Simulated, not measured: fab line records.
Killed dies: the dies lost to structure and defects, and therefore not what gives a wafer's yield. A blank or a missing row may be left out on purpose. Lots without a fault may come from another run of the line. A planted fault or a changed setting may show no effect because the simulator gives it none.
Which tool was responsible? ; flow berkeleyCmos170 ; 7 lots, 21 wafers sampled, at 2 steps of a route of 331

== WHAT EACH GAUGE READ, for each wafer ==
UCB170_ACTIVE_CD_MEAS_90 targets a cd of 1200 nm.
lot;measured;on;cdNm (nm)
L282;day 5 04:35;cdSem-02;1199.8 1200.4 1200.2
L286;day 5 20:52;cdSem-02;1202.5 1201.6 1203.3
L288;day 6 04:54;cdSem-02;1199.1 1198.9 1200.5
L291;day 7 09:36;cdSem-02;1200.8 1201.4 1200.4
L297;day 8 02:56;cdSem-02;1199.9 1201.5 1199.8
L299;day 8 19:18;cdSem-01;1199.1 1199.6 1199.0
L303;day 9 05:50;cdSem-01;1199.0 1200.0 1200.2

== WHICH TOOL RAN EACH LOT (tool, then ch and the chambers of the sampled wafers, then the start) ==
lot;UCB170_PWELL_STRIP_16
L282;plasmaAsher-01 ch 0,1, day 3 19:07
L286;plasmaAsher-02 ch 0,1, day 4 09:28
L288;plasmaAsher-03 ch 0,1, day 4 16:13
L291;plasmaAsher-02 ch 0,1, day 5 19:43
L297;plasmaAsher-01 ch 0,1, day 6 19:26
L299;plasmaAsher-02 ch 0,1, day 7 10:47
L303;plasmaAsher-03 ch 0,1, day 7 21:29
- UCB170_PWELL_STRIP_16: strips in O2.

== THE ANSWER, worked out from the rows above alone ==
Rule: the usual values come from the lots themselves. Put in order of their means at a reading, lots are off if they are a third of the lots or fewer, leave a main group of 4 or more, and stand apart from it by a gap of 3 or more times the standard deviation of the main group's means; of several such gaps the widest counts. A main group whose means are all the same, to the digits that the tables above print for the reading, isn't used. A lot without any number at a reading at which 4 lots or more have one is off too. Where the step has rows for the other lots, those lots are counted as sound.
Nothing can be told from this: no lot is off at any reading shown.

== WHAT WAS PUT IN BY THE SIMULATOR ==
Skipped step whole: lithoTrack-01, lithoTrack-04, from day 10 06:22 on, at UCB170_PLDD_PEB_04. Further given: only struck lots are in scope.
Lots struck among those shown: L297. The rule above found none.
